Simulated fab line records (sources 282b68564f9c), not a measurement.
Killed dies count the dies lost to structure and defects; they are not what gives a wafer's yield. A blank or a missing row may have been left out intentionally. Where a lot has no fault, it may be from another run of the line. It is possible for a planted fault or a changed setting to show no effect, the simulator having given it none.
Shared-tool check -- flow ritCmos -- 45 wafers sampled across 15 lots

## WHY IT WAS OPENED
RIT_NSD_TW_MEAS_10, reading NSD_TW: flagged on 3 of 15 lots. Fault-free wafers read 3141, with a standard deviation of 39.
Rule: a lot is flagged when every wafer of it that has a number lies more than 4 standard deviations from that mean, or none has a number. The other lots count as sound.

lot,measured,on,"NSD_TW, wafer by wafer",flag
L480,day 3 01:31,filmMetro-01,3115 3125 3132,
L483,day 3 14:22,filmMetro-04,3180 3197 3184,
L484,day 3 22:27,filmMetro-04,3184 3165 3196,
L485,day 4 02:41,filmMetro-01,3153 3156 3140,
L487,day 4 13:03,filmMetro-04,3176 3171 3181,
L488,day 4 18:05,filmMetro-01,3556 3565 3560,FLAGGED
L491,day 5 08:44,filmMetro-04,3594 3607 3605,FLAGGED
L492,day 5 16:28,filmMetro-04,3595 3595 3611,FLAGGED
L494,day 6 00:54,filmMetro-01,3167 3128 3154,
L495,day 6 06:49,filmMetro-04,3196 3187 3193,
L496,day 6 09:12,filmMetro-02,3111 3125 3113,
L498,day 6 23:09,filmMetro-04,3183 3187 3199,
L499,day 7 02:10,filmMetro-01,3141 3159 3160,
L501,day 7 14:25,filmMetro-02,3087 3070 3086,
L503,day 8 01:40,filmMetro-02,3092 3108 3088,
Average over the flagged lots: 3588; offset from the usual +447, equal to +11 standard deviations.

## WHICH TOOL EACH LOT WENT THROUGH
2 process steps preceding the reading are held in the record, out of 202 steps in the route. Read each cell as the tool, then ch plus the chambers that the sampled wafers visited, then the start.
lot,flag,RIT_NWELL_STRIP_09,RIT_NSD_IMPLANT_08
L480,,"plasmaAsher-04 ch 0,1, day 1 21:39","implanter-02 ch 0, day 3 01:11"
L483,,"plasmaAsher-01 ch 0,1, day 2 12:02","implanter-03 ch 0, day 3 14:03"
L484,,"plasmaAsher-04 ch 0,1, day 2 18:33","implanter-03 ch 0, day 3 22:07"
L485,,"plasmaAsher-03 ch 0,1, day 2 23:14","implanter-04 ch 0, day 4 02:21"
L487,,"plasmaAsher-03 ch 0,1, day 3 09:12","implanter-04 ch 0, day 4 12:44"
L488,FLAGGED,"plasmaAsher-04 ch 0,1, day 3 12:44","implanter-04 ch 0, day 4 17:27"
L491,FLAGGED,"plasmaAsher-03 ch 0,1, day 4 06:38","implanter-03 ch 0, day 5 08:05"
L492,FLAGGED,"plasmaAsher-01 ch 0,1, day 4 10:05","implanter-04 ch 0, day 5 15:49"
L494,,"plasmaAsher-04 ch 1, day 4 20:02","implanter-02 ch 0, day 6 00:35"
L495,,"plasmaAsher-03 ch 0,1, day 5 00:50","implanter-02 ch 0, day 6 06:32"
L496,,"plasmaAsher-04 ch 0,1, day 5 06:37","implanter-03 ch 0, day 6 08:52"
L498,,"plasmaAsher-03 ch 0,1, day 5 17:47","implanter-02 ch 0, day 6 22:50"
L499,,"plasmaAsher-03 ch 0,1, day 5 22:01","implanter-04 ch 0, day 7 01:51"
L501,,"plasmaAsher-03 ch 0,1, day 6 07:58","implanter-04 ch 0, day 7 14:07"
L503,,"plasmaAsher-04 ch 0,1, day 6 19:02","implanter-03 ch 0, day 8 01:20"
What the steps here do:
- RIT_NWELL_STRIP_09: strips in O2, time 180 s.
- RIT_NSD_IMPLANT_08
- RIT_NSD_TW_MEAS_10

## FLAGGED AGAINST TOTAL, ONE TOOL AT A TIME (gauges that did the reading follow at the end)
step,tool,lots run,flagged,share of the flagged lots,sound lots run after its first flagged lot
RIT_NWELL_STRIP_09,plasmaAsher-01,2,1,some,0
RIT_NWELL_STRIP_09,plasmaAsher-03,7,1,some,"4 (L495,L498,L499,L501)"
RIT_NWELL_STRIP_09,plasmaAsher-04,6,1,some,"3 (L494,L496,L503)"
RIT_NSD_IMPLANT_08,implanter-02,4,0,none,-
RIT_NSD_IMPLANT_08,implanter-03,5,1,some,"2 (L496,L503)"
RIT_NSD_IMPLANT_08,implanter-04,6,2,some,"2 (L499,L501)"
RIT_NSD_TW_MEAS_10,filmMetro-01,5,1,some,"2 (L494,L499)"
RIT_NSD_TW_MEAS_10,filmMetro-02,3,0,none,-
RIT_NSD_TW_MEAS_10,filmMetro-04,7,2,some,"2 (L495,L498)"

## WHAT THE TABLE ALLOWS
No row of the table ran every flagged lot.

## WHAT THE SIMULATOR HAD PUT IN
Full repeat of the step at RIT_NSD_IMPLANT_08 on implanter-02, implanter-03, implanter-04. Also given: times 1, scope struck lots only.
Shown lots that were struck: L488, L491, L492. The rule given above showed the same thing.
